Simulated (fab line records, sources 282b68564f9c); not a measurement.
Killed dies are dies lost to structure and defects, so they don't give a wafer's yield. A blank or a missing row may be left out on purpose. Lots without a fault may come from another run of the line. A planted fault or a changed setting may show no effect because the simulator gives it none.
Which tool did it? | flow rit_cmos | 12 lots, 36 wafers sampled, at 2 steps of a route of 202

WHAT THE GAUGES READ, wafer by wafer
The record holds no reading of a measuring or inspecting step that can be judged against a usual standard deviation.

WHICH TOOL RAN EACH LOT (tool, then ch and the chambers of the sampled wafers, then the start)
lot  | RIT_FOX2_WET_ETCH_03           | RIT_M1_PROBE_99
L846 | wet_bench-02 ch 3, day 1 22:28 | prober-02, day 3 19:23
L847 | wet_bench-04 ch 0, day 2 06:47 | prober-01, day 4 00:49
L848 | wet_bench-04 ch 3, day 2 08:34 | prober-02, day 4 02:19
L850 | wet_bench-02 ch 0, day 2 20:07 | prober-02, day 4 11:59
L857 | wet_bench-04 ch 1, day 4 05:40 | prober-01, day 6 04:22
L861 | wet_bench-02 ch 3, day 5 03:38 | prober-01, day 6 23:30
L862 | wet_bench-02 ch 0, day 5 09:21 | prober-02, day 7 07:16
L863 | wet_bench-01 ch 0, day 5 15:29 | prober-01, day 7 14:31
L864 | wet_bench-02 ch 3, day 5 20:56 | prober-02, day 7 16:01
L865 | wet_bench-01 ch 2, day 6 00:52 | prober-02, day 7 20:46
L868 | wet_bench-02 ch 3, day 6 14:41 | prober-02, day 8 07:51
L869 | wet_bench-01 ch 2, day 6 18:30 | prober-01, day 8 10:22
- RIT_FOX2_WET_ETCH_03: etches Si3N4 in H3PO4, target depth 195 nm, time 2700 s.
- RIT_M1_PROBE_99

WHAT THE TOOLS THEMSELVES READ (means of the sampled wafers that have a number; where no wafer has one, the mark that the record gives instead)
RIT_FOX2_WET_ETCH_03.
lot  | tool         | run_length_s (s)
L846 | wet_bench-02 | 2727
L847 | wet_bench-04 | 2733
L848 | wet_bench-04 | 2728
L850 | wet_bench-02 | 2725
L857 | wet_bench-04 | 5425
L861 | wet_bench-02 | 2727
L862 | wet_bench-02 | 2725
L863 | wet_bench-01 | 2726
L864 | wet_bench-02 | 2725
L865 | wet_bench-01 | 2734
L868 | wet_bench-02 | 2726
L869 | wet_bench-01 | 2726

RIT_M1_PROBE_99.
lot  | tool      | killed_at_contacts | killed_at_front_end | killed_dies | killed_on_rim | killed_open | killed_short
L846 | prober-02 | 0.0                | 7                   | 7           | 1.0           | 3.3         | 4.0
L847 | prober-01 | 0.0                | 5                   | 5           | 2.3           | 2.7         | 2.0
L848 | prober-02 | 0.0                | 6                   | 6           | 0.7           | 1.7         | 4.0
L850 | prober-02 | 0.0                | 7                   | 7           | 1.7           | 4.3         | 3.0
L857 | prober-01 | 0.0                | 7                   | 7           | 0.7           | 4.3         | 3.0
L861 | prober-01 | 0.0                | 8                   | 8           | 1.7           | 4.0         | 4.0
L862 | prober-02 | 0.0                | 12                  | 12          | 3.3           | 6.0         | 5.7
L863 | prober-01 | 0.3                | 5                   | 5           | 2.7           | 1.7         | 3.3
L864 | prober-02 | 0.0                | 7                   | 7           | 3.0           | 3.7         | 3.7
L865 | prober-02 | 0.0                | 5                   | 5           | 1.0           | 1.7         | 3.0
L868 | prober-02 | 0.0                | 7                   | 7           | 2.0           | 4.3         | 3.0
L869 | prober-01 | 0.0                | 8                   | 8           | 2.3           | 3.0         | 4.7

THE ANSWER, worked out from the rows above alone
Rule: what is usual is taken from the lots themselves. Put in order of their means at a reading, lots are off if they are a third of the lots or fewer, leave a main group of 4 or more, and stand apart from it by a gap of 3 or more times the standard deviation of the main group's means; of several such gaps the widest counts. A main group whose means are all the same, to the digits that the tables above print for the reading, isn't used. A lot without any number at a reading at which 4 lots or more have one is off too. The other lots that the step has rows for count as sound. The gauges are gone through in route order, then the tools' own readings, and for those a lot's mean is taken as printed above. The first step at which some lot is off is used, and at that step the reading that is off furthest; a lot without a number counts as furthest.
Off: L857, at RIT_FOX2_WET_ETCH_03 (run_length_s). The main group: mean 2727 s, standard deviation 3.
A tool fits if, at that step or a process step before it, it ran every lot that is off, and no sound lot after the first of them. One fits: wet_bench-04 at RIT_FOX2_WET_ETCH_03. Its last sound lot is L848 (day 2 08:34), its first lot that is off L857 (day 4 05:40): a fault that began between those two fits.
The tool's own readings at RIT_FOX2_WET_ETCH_03 bear it out: on the lots that are off they differ by more than 5 times the standard deviation of the sound lots' means. run_length_s reads 5425 s there against 2727 s on the sound lots.

WHAT THE SIMULATOR HAD PUT IN
Process parameter drift: wet_bench-04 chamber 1, from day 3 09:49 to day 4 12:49, at RIT_FOX2_WET_ETCH_03. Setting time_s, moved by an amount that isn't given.
Lots struck among those shown: L857. The rule above found the same.
